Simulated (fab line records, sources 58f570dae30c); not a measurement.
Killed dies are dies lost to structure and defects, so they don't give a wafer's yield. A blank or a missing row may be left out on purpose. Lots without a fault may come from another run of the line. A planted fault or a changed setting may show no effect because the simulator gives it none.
A struck lot beside a sound one | flow berkeley_cmos170 | 15 steps out of a route of 331
Sound: wafers L362.3, L362.5, L362.6. Struck: wafer L369.3. (L369.1, L369.4 of the same lot were not struck and are left out.) The cause comes at the end.
At each step with rows: each side's tool, then ch and its chambers, then its first start. Under that, the readings that differ: sound wafers | struck wafers | difference of the means | sigmas: that difference in standard deviations of wafers without a fault.
alike: readings whose means differ by less than 2 such deviations, and words and numbers that are the same on both sides. not compared: withheld readings, readings that some wafer has no value for, bounds like >300 that may hide the same value, and numbers for which the record gives no deviation and whose values overlap.
The two part at a step that has a row with sigmas, a row that says differs or no value, or rows on one side only. Numbers that don't overlap but have no deviation are shown without sigmas and don't part them. A reading that every wafer of one side lacks parts them only if that side has two wafers or more.

first, 2 steps without rows for these wafers: UCB170_GATE_ANNEAL_03 (time 1800 s); UCB170_GATE_CVD_04 (deposits poly-Si from SiH4, time 1440 s, target thk 214 nm).
UCB170_GATE_THK_MEAS_05:
  sound on film_metro-03, day 7 21:06; struck on film_metro-01, day 8 21:23
  alike: GATE_POLY_THK
then, 6 steps without rows for these wafers: UCB170_GATE_COAT_06; UCB170_GATE_COAT_07 (resist thk 900 nm); UCB170_GATE_SOFTBAKE_08 (time 60 s); UCB170_GATE_EXPOSE_09 (exposes mask POLY, target cd 350 nm); UCB170_GATE_PEB_10; UCB170_GATE_DEVELOP_11 (develop time 45 s).
UCB170_GATE_CD_MEAS_12: target cd 350 nm.
  sound on cd_sem-01, day 7 22:47; struck on cd_sem-01, day 8 22:44
  alike: cd_nm
UCB170_GATE_OVL_MEAS_13:
  sound on overlay-01, day 7 22:53; struck on overlay-01, day 8 22:52
  alike: GATE_OVL
UCB170_GATE_ETCH_14: etches BARC in N2/H2.
  sound on rie_diel-01 ch 1,2,3, day 7 22:55; struck on rie_diel-03 ch 1, day 8 22:54
  alike: drypump_motor_current_A, oes_product_au, rf_fwd_power_W, throttle_valve_pct
UCB170_GATE_ETCH_15: etches poly-Si in HBr/Cl2, stops on SiO2, time 56.3 s, target depth 278.2 nm.
  sound on rie_si-02 ch 0,1,2, day 7 22:57; struck on rie_si-02 ch 2, day 8 22:56
  reading                               | sound             | struck | difference | sigmas
  model.KrF_of_GATE_COAT_07.thk_nm (nm) | 773.9 770.6 777.4 | 806.4  | +32.4      |
  alike: drypump_motor_current_A, oes_product_au, rf_fwd_power_W, throttle_valve_pct
  not compared: rf_hours_counter_h
UCB170_GATE_STRIP_16: strips in O2.
  sound on plasma_asher-01 ch 0,1, day 7 23:02; struck on plasma_asher-04 ch 1, day 8 22:59
  alike: drypump_motor_current_A, oes_product_au
  not compared: rf_hours_counter_h
UCB170_M3_PROBE_99:
  sound on prober-02, day 9 16:02; struck on prober-02, day 10 14:33
  reading                                     | sound                        | struck    | difference | sigmas
  model.etest.nldd.rs_ohm_sq                  | 763.7 763.2 770.5            | 809.8     | +44.0      |
  model.etest.poly_comb_over_steps.over_limit | 0 0 0                        | 1         | +1         |
  model.etest.antenna_poly.vt_shift_v (V)     | -0.01222 -0.008891 -0.007222 | -0.007077 | +0.002367  |

WHERE THEY PART
Nowhere in this record.

WHY: what the simulator had put in
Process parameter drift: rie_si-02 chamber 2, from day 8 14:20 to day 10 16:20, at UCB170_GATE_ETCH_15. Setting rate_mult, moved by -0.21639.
